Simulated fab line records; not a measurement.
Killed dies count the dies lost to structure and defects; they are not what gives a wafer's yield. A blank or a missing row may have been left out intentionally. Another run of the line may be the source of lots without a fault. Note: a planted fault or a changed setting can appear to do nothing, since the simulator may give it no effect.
Problem report, 8D (eight disciplines) form, completed by code :: flow rit cmos :: the parts of the form that need people (team, actions taken, sign-off) are left out

1. THE ISSUE
Wafers free of any fault read 3.01 nm (standard deviation 0.076) for GATE_OXIDE_THK at RIT_GATE_THK_MEAS_07, against a mean of 4.09 nm on 6 wafers of 2 lots. That is +14 standard deviations from the usual mean.
First seen on wafer L360.2, day 5 17:44, on film metro-02. Wafers with a number at this step in the record: 42, from 14 lots. Rule for "out", or "out of limits": more than 4 standard deviations from the usual mean. The other wafers with a number count as sound.

2. WHAT IT IS, WHAT IT ISN'T
question: which readings at this step
is: GATE_OXIDE_THK
is not: -

question: which lots
is: L360, L361
is not: L345, L347, L349, L351, L353, L354, L355, L357, L358, L359, L364, L368

question: which wafers of those lots
is: all that have a number
is not: -

question: read on which gauges
is: film metro-02, film metro-03
is not: film metro-04

question: when
is: from day 5 17:44
is not: up to then (30 sound wafers); but 6 sound wafers of L364, L368 came after

3. WHAT RULES OUT EACH SUSPECT
Counting: a tool stays on the suspect list if, at a process step up to the reading, it processed all lots that are out and no sound lot following the first of them.
- ruled out: the gauge at RIT_GATE_THK_MEAS_07. Those wafers that are out were read across 2 gauges (film metro-02, film metro-03).
- furnace-04 at RIT_GATE_OXIDATION_05 (target thk 3 nm, ox time 270 s): kept. All lots that are out passed through it, beginning with L360 at day 5 13:51, and no sound lot followed; its final sound lot before that point was L357 at day 4 21:44.
Left after counting: furnace-04 at RIT_GATE_OXIDATION_05.

4. THE CAUSE (what the simulator had put in)
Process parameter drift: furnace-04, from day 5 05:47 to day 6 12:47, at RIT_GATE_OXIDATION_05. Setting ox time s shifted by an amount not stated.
After counting, this tool was the only one left.

5. THE EFFECT CHAIN, in route order
Each row: a reading where the mean over the struck wafers with a number is more than 3 standard deviations away from the usual. Only readings for which the record gives a usual standard deviation are gone through. hours: the time from each lot's start at the first step in this table that gives one to its start at this step, as a median over the lots. sigmas: the change in usual standard deviations.
hours: 0
step: RIT_GATE_THK_MEAS_07
reading: GATE_OXIDE_THK
usual: 3.01 nm
on struck wafers: 4.09
change: +1.08
sigmas: +14

6. WHAT WOULD HAVE CAUGHT IT SOONER
The first out-of-limits reading at a measuring or inspecting step in this record came at day 5 17:44, 12 hours after the fault's start at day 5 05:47.
Lots out: 2; of these, L361 started RIT_GATE_OXIDATION_05 on furnace-04 after day 5 17:44. Putting the tool on hold at that point would have spared it.
